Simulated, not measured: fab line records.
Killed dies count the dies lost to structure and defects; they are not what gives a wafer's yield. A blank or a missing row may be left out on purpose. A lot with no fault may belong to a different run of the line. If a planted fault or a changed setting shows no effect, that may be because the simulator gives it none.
What tool caused it? | flow berkeley-cmos170 | 7 lots, 21 wafers sampled, at 2 steps of a route of 331

WHAT EACH GAUGE READ, for each wafer
UCB170_SPACER_THK_MEAS_01.
lot  | measured     | on            | SPACER_TEOS_THK (nm)
L503 | day 6 20:54  | film-metro-04 | 373 371 375
L506 | day 7 19:59  | film-metro-03 | 373 379 383
L507 | day 8 12:16  | film-metro-02 | 376 380 376
L512 | day 9 04:43  | film-metro-04 | 373 386 372
L515 | day 9 19:39  | film-metro-03 | 369 373 374
L518 | day 10 09:34 | film-metro-03 | 369 372 371
L520 | day 10 23:11 | film-metro-04 | 375 380 378

EACH LOT AND THE TOOL THAT RAN IT (in order: tool; ch and the chambers of the sampled wafers; start)
lot  | UCB170_NVT_STRIP_08
L503 | plasma-asher-04 ch 0,1, day 6 01:33
L506 | plasma-asher-02 ch 0,1, day 6 22:28
L507 | plasma-asher-04 ch 1, day 7 14:28
L512 | plasma-asher-04 ch 0,1, day 8 06:30
L515 | plasma-asher-03 ch 0,1, day 8 22:45
L518 | plasma-asher-02 ch 0,1, day 9 10:14
L520 | plasma-asher-03 ch 0,1, day 10 05:56
- UCB170_NVT_STRIP_08: strips in O2.

THE ANSWER, worked out from the rows above alone
Rule: the lots themselves supply what counts as usual. Put in order of their means at a reading, lots are off if they are a third of the lots or fewer, leave a main group of 4 or more, and stand apart from it by a gap of 3 or more times the standard deviation of the main group's means; of several such gaps the widest counts. A main group is skipped when, at the precision printed for the reading in the tables above, its means are all equal. A lot without any number at a reading at which 4 lots or more have one is off too. The other lots that the step has rows for count as sound.
Nothing can be told from this: no lot is off at any reading shown.

WHAT HAD BEEN PUT IN BY THE SIMULATOR
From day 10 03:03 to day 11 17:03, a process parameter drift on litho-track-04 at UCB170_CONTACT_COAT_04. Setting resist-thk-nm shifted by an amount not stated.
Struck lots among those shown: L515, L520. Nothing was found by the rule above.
